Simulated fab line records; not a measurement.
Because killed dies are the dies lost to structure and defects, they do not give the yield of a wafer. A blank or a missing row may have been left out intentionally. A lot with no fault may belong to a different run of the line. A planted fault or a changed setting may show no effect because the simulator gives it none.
Which tool did it?    flow rit-cmos    45 wafers from 15 lots sampled at 2 of the route's 202 steps

## WHAT THE GAUGES SHOWED, per wafer
No reading from a measuring or inspecting step in the record can be judged against a usual standard deviation.

## TOOL THAT RAN EACH LOT (tool first, then ch and the chambers of the sampled wafers, then the start)
lot   RIT_GATE_STRIP_20                    RIT_M1_PROBE_99
L510  plasma-asher-02 ch 0,1, day 2 15:28  -
L511  plasma-asher-01 ch 0,1, day 2 23:40  -
L513  plasma-asher-03 ch 0, day 3 07:49    -
L514  plasma-asher-01 ch 0,1, day 3 14:33  -
L515  plasma-asher-02 ch 0,1, day 3 18:51  -
L517  plasma-asher-02 ch 1, day 4 01:43    -
L519  plasma-asher-02 ch 0,1, day 4 13:50  -
L520  plasma-asher-01 ch 0,1, day 4 15:22  -
L521  plasma-asher-03 ch 0,1, day 4 21:10  -
L522  plasma-asher-03 ch 0,1, day 5 02:44  -
L523  plasma-asher-02 ch 0,1, day 5 10:35  -
L527  plasma-asher-03 ch 0,1, day 6 05:45  prober-02, day 7 03:42
L528  plasma-asher-03 ch 0,1, day 6 09:06  prober-01, day 7 06:29
L529  plasma-asher-02 ch 0,1, day 6 17:02  -
L530  plasma-asher-03 ch 0,1, day 6 18:47  prober-02, day 7 14:55
- RIT_GATE_STRIP_20: strips in O2, time 180 s.
- RIT_M1_PROBE_99

## WHAT THE TOOLS THEMSELVES READ (means of the sampled wafers that have a number; where no wafer has one, the mark that the record gives instead)
RIT_GATE_STRIP_20. Usual: drypump-motor-current-A 6.1 A, standard deviation 0.48; rf-refl-power-W 7.6 W, standard deviation 1.5.
lot   tool             drypump-motor-current-A (A)  rf-refl-power-W (W)  flag
L510  plasma-asher-02  5.7                          9.0                  
L511  plasma-asher-01  6.0                          7.1                  
L513  plasma-asher-03  6.5                          6.8                  
L514  plasma-asher-01  6.0                          7.1                  
L515  plasma-asher-02  6.1                          8.3                  
L517  plasma-asher-02  6.5                          7.7                  
L519  plasma-asher-02  6.1                          8.3                  
L520  plasma-asher-01  6.2                          7.8                  
L521  plasma-asher-03  6.4                          6.2                  
L522  plasma-asher-03  6.4                          6.3                  
L523  plasma-asher-02  5.7                          8.8                  
L527  plasma-asher-03  6.4                          6.3                  
L528  plasma-asher-03  6.4                          6.2                  
L529  plasma-asher-02  5.7                          8.9                  
L530  plasma-asher-03  6.4                          6.2                  

RIT_M1_PROBE_99. Usual: killed_at_M0_to_M3 0.0, standard deviation 0.23; killed-at-contacts 0.1, standard deviation 0.34; killed-at-front-end 6.9, standard deviation 2.8; killed-dies 7.1, standard deviation 2.8; killed-open 3.4, standard deviation 1.9; killed-short 3.6, standard deviation 1.7.
lot   tool       killed_at_M0_to_M3  killed-at-contacts  killed-at-front-end  killed-dies  killed-open  killed-short  flag
L527  prober-02  0.0                 0.0                 38.3                 38.3         2.7          3.7           OFF
L528  prober-01  0.0                 0.0                 36.3                 36.3         2.3          1.7           OFF
L530  prober-02  0.0                 0.0                 38.3                 38.3         5.0          4.3           OFF

## THE ANSWER, worked out from the rows above alone
Rule: take the mean of a lot's wafers that have a number; if it is more than 3 standard deviations from the usual mean, the lot is off. Also off: a lot with no number at a reading for which 4 or more lots have one. All remaining lots with rows at the step are treated as sound. First the gauges in route order, then the tools' own readings, where a lot's mean is used as printed above. The first step at which some lot is off is used, and at that step the reading that is off furthest; a lot without a number counts as furthest.
Off: L527, L528, L530, at RIT_M1_PROBE_99 (killed-at-front-end). Neither off nor sound, because the step has no rows for them: L510, L511, L513, L514, L515, L517, L519, L520, L521, L522, L523, L529.
If a tool, at that step or one of the process steps before it, ran each lot that is off and ran no sound lot following the first of them, it fits. One fits: RIT_GATE_STRIP_20 on plasma-asher-03. It ran no sound lot before its first lot that is off in this sample, so the start can't be narrowed down.

## WHAT THE SIMULATOR PUT IN
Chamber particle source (plasma-asher-03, RIT_GATE_STRIP_20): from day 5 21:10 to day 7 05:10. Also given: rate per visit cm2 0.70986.
Shown lots that were struck: L527, L528, L530. The rule above found the same.
